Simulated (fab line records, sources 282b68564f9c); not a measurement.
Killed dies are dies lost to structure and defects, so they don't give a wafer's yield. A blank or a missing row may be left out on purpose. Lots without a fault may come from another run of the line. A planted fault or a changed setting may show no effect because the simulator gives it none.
Split-lot experiment | flow rit_cmos | 5 lots, 23 wafers read, on a route of 202 steps

THE SPLIT
At RIT_PRETRO_IMPLANT_08, the setting dose_cm2 was moved away from the recipe's 1.2e+13 on 8 of the 23 wafers read, by -4.0% to +6.0%. The other wafers ran this setting at the recipe's value.

FROM THE SPLIT TO THE READING: what the file shows between them, 1 step
- RIT_PRETRO_STRIP_09: strips in O2, time 180 s

THE READING
PRETRO_TW, at RIT_PRETRO_TW_MEAS_10. Fault-free wafers of this fab line usually give 475.4, standard deviation 2.9.

wafer  | tool, chamber at the split | dose_cm2 as run | against the recipe | PRETRO_TW | against lot-mates on the recipe
L078.1 | implanter-03, 0            | 1.177e+13       | -1.9%              | 467.2     | -3.1
L078.2 | implanter-03, 0            | 1.2e+13         | recipe             | 470.3     | -
L078.3 | implanter-03, 0            | 1.2e+13         | recipe             | 470.2     | -
L078.4 | implanter-03, 0            | 1.177e+13       | -1.9%              | 466.7     | -3.6
L078.6 | implanter-03, 0            | 1.177e+13       | -1.9%              | 467.5     | -2.8
L080.1 | implanter-03, 0            | 1.2e+13         | recipe             | 478.8     | -
L080.2 | implanter-03, 0            | 1.2e+13         | recipe             | 479.0     | -
L080.3 | implanter-03, 0            | 1.272e+13       | +6.0%              | 486.6     | +7.7
L080.4 | implanter-03, 0            | 1.272e+13       | +6.0%              | 485.1     | +6.2
L080.5 | implanter-03, 0            | 1.272e+13       | +6.0%              | 483.6     | +4.7
L081.1 | implanter-01, 0            | 1.2e+13         | recipe             | 476.6     | -
L081.2 | implanter-01, 0            | 1.152e+13       | -4.0%              | 471.0     | -6.5
L081.4 | implanter-01, 0            | 1.2e+13         | recipe             | 476.4     | -
L081.5 | implanter-01, 0            | 1.152e+13       | -4.0%              | 469.5     | -8.0
L081.6 | implanter-01, 0            | 1.2e+13         | recipe             | 479.6     | -
L082.1 | implanter-01, 0            | 1.2e+13         | recipe             | 475.5     | -
L082.2 | implanter-01, 0            | 1.2e+13         | recipe             | 477.6     | -
L082.3 | implanter-01, 0            | 1.2e+13         | recipe             | 476.4     | -
L082.4 | implanter-01, 0            | 1.2e+13         | recipe             | 478.9     | -
L082.5 | implanter-01, 0            | 1.2e+13         | recipe             | 476.8     | -
L085.3 | implanter-01, 0            | 1.2e+13         | recipe             | 478.6     | -
L085.5 | implanter-01, 0            | 1.2e+13         | recipe             | 476.3     | -
L085.6 | implanter-01, 0            | 1.2e+13         | recipe             | 474.4     | -

THE FIT
A straight line over all 23 wafers: PRETRO_TW changes by +1.74 for each +1% of dose_cm2; r = +0.82; the points scatter about the line by 3.2.
The same after taking each lot's own level away (the mean of its wafers on the recipe; 23 wafers): +1.26 for each +1%; r = +0.93; scatter 1.4.
On that fit, the largest move of dose_cm2 shifts the reading by 7.5.
The lots' own levels span 470.25 to 478.90, that is 3.0 times the standard deviation above.
So the lot-to-lot level changes the slope: the two fits differ.
Check: with one of the wafers moved furthest among these (+6.0%) left out of the fit, the line predicts +6.85 for it against its lot-mates. It came out at +7.7 against them.

OTHER SPLITS ON THESE WAFERS
These wafers also went through other splits before the reading. Each is held against what the fit with the lots' levels taken away leaves over:
other split on the same wafers   | wafers away from the commonest value | r with PRETRO_TW (lot level and that fit taken away)
RIT_ACTIVE_CVD_03 pressure_mtorr | 15                                   | +0.02
RIT_ACTIVE_COAT_06 resist_thk_nm | 11                                   | -0.07
RIT_ACTIVE_CLEAN_16 time_s       | 10                                   | -0.08
RIT_FOX1_OXIDATION_00 temp_c     | 15                                   | +0.09
RIT_PWELL_COAT_01 resist_thk_nm  | 9                                    | +0.07
RIT_PWELL_IMPLANT_08 dose_cm2    | 8                                    | +0.20
RIT_NRETRO_COAT_01 spin_rpm      | 4                                    | -0.08
RIT_NRETRO_IMPLANT_08 dose_cm2   | 5                                    | +0.02

THE FILE'S OWN FIT
PRETRO_TW changes by +1.3 for each +1% of dose_cm2, r = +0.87.
